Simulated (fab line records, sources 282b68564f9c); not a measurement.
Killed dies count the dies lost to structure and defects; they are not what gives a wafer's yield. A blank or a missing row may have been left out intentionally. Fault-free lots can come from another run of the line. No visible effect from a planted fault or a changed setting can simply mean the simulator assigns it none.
A lot that was struck, set against a sound lot    flow rit-cmos    27 out of 202 route steps
Sound: these wafers, L742.1, L742.3, L742.6. Struck: wafer L753.6 (left out: L753.1, L753.2 of the same lot, which were not struck); the cause appears at the end.
Each step with rows lists, per side, the tool, then ch with its chambers, then its first start. Under that, the readings that differ: sound wafers    struck wafers    difference of the means    sigmas: that difference in standard deviations of wafers without a fault.
alike: readings with means less than 2 such deviations apart, plus words and numbers identical on both sides. not compared: withheld readings, readings lacking a value on some wafer, bounds such as >300 that could conceal the same value, and numbers that have no deviation in the record and whose values overlap.
A row with sigmas, a row that says differs or no value, or rows on one side alone: a step with any of these is where the two part. Non-overlapping numbers with no deviation appear without sigmas and do not part them. Lack of a reading on every wafer of one side parts them only where that side has two or more wafers.

first, 4 steps without rows for these wafers: RIT_CONTACT_SOFTBAKE_04 (time 60 s); RIT_CONTACT_EXPOSE_05 (exposes mask M11, target cd 1000 nm); RIT_CONTACT_PEB_06; RIT_CONTACT_DEVELOP_07 (develop time 120 s).
RIT_CONTACT_CD_MEAS_08 targets a cd of 1000 nm.
  sound on cd-sem-01, day 5 02:02; struck on cd-sem-01, day 7 08:38
  alike: cd-nm
RIT_CONTACT_OVL_MEAS_09:
  sound on overlay-01, day 5 02:09; struck on overlay-01, day 7 08:45
  alike: CONTACT_OVL
then, 1 step without rows for these wafers: RIT_CONTACT_HARDBAKE_10 (time 60 s).
RIT_CONTACT_ETCH_11: etches SiO2 in CHF3/CF4/Ar, stops on TiSi2, target depth 480 nm, time 320 s.
  sound on rie-diel-04 ch 1,2,3, day 5 02:20; struck on rie-diel-04 ch 1, day 7 08:56
  alike: drypump-motor-current-A, oes-product-au, throttle-valve-pct
  not compared: rf-hours-counter-h
RIT_CONTACT_STRIP_12: strips in O2, time 180 s.
  sound on plasma-asher-01 ch 0,1, day 5 02:32; struck on plasma-asher-01 ch 0, day 7 09:08
  alike: drypump-motor-current-A
  not compared: rf-hours-counter-h
RIT_CONTACT_CD_MEAS_90 targets a cd of 1000 nm.
  sound on cd-sem-01, day 5 02:43; struck on cd-sem-01, day 7 09:19
  alike: cd-nm
then, 2 steps without rows for these wafers: RIT_CONTACT_CLEAN_13 (cleans in SC1, time 600 s); RIT_CONTACT_CLEAN_14 (cleans in SC2, time 600 s).
RIT_M1_SPUTTER_00: material Al, target thk 400 nm, time 500 s.
  sound on pvd-sputter-03, day 5 03:11; struck on pvd-sputter-01, day 7 09:47
reading                                sound              struck  difference  sigmas
model.Al_of_M1_SPUTTER_00.thk-nm (nm)  396.5 398.1 400.2  454.3   +56.0       
  alike: throttle-valve-pct
RIT_M1_RS_MEAS_01: uses a four-point probe to measure.
  sound on film-metro-04, day 5 03:29; struck on film-metro-04, day 7 10:05
reading            sound                 struck  difference  sigmas
M1_AL_RS (ohm/sq)  0.0740 0.0736 0.0734  0.0644  -0.0093     -12
RIT_M1_THK_MEAS_02: measures by xrf.
  sound on film-metro-04, day 5 03:37; struck on film-metro-04, day 7 10:12
reading         sound        struck  difference  sigmas
M1_AL_THK (nm)  396 397 401  456     +58         +13
then, 6 steps without rows for these wafers: RIT_M1_HMDS_03 (prime time 60 s); RIT_M1_COAT_04 (resist thk 1300 nm); RIT_M1_SOFTBAKE_05 (time 60 s); RIT_M1_EXPOSE_06 (exposes mask M12, target cd 2600 nm); RIT_M1_PEB_07; RIT_M1_DEVELOP_08 (develop time 68 s).
RIT_M1_CD_MEAS_09 targets a cd of 2600 nm.
  sound on cd-sem-01, day 5 04:33; struck on cd-sem-02, day 7 11:16
  alike: cd-nm
RIT_M1_OVL_MEAS_10:
  sound on overlay-01, day 5 04:40; struck on overlay-01, day 7 11:23
reading      sound        struck  difference  sigmas
M1_OVL (nm)  0.0 0.6 0.7  -2.9    -3.3        -2
then, 1 step without rows for these wafers: RIT_M1_HARDBAKE_11 (time 120 s).
RIT_M1_METAL_ETCH_12: etches Al in Cl2/BCl3, stops on SiO2, time 165 s, target depth 600 nm.
  sound on rie-metal-04 ch 0,1, day 5 05:00; struck on rie-metal-04 ch 1, day 7 11:40
reading                sound              struck  difference  sigmas
oes-product-au (a.u.)  0.752 0.784 0.786  0.821   +0.047      +5
  alike: drypump-motor-current-A, he-backside-leak-sccm, throttle-valve-pct
  not compared: rf-hours-counter-h
then, 1 step without rows for these wafers: RIT_M1_STRIP_13 (strips in nmp, time 600 s).
RIT_M1_PROBE_99:
  sound on prober-02, day 5 08:41; struck on prober-01, day 7 14:10
reading                   sound                    struck   difference  sigmas
model.etest.m1.rs-ohm-sq  0.07335 0.07272 0.07286  0.06348  -0.00950    
  alike: defect-limited-yield, killed-at-front-end, killed-dies, killed-open, killed-short, sort_bin_3_pad_short, sort_bin_5_function, sort_bin_6_memory, sort-n-pass, sort-yield-pct

## WHERE THEY PART
At RIT_M1_RS_MEAS_01 first; at RIT_M1_METAL_ETCH_12 last (within this record only). Later steps at which nothing parts them and some readings are alike: RIT_M1_PROBE_99.

WHY: what the simulator had put in
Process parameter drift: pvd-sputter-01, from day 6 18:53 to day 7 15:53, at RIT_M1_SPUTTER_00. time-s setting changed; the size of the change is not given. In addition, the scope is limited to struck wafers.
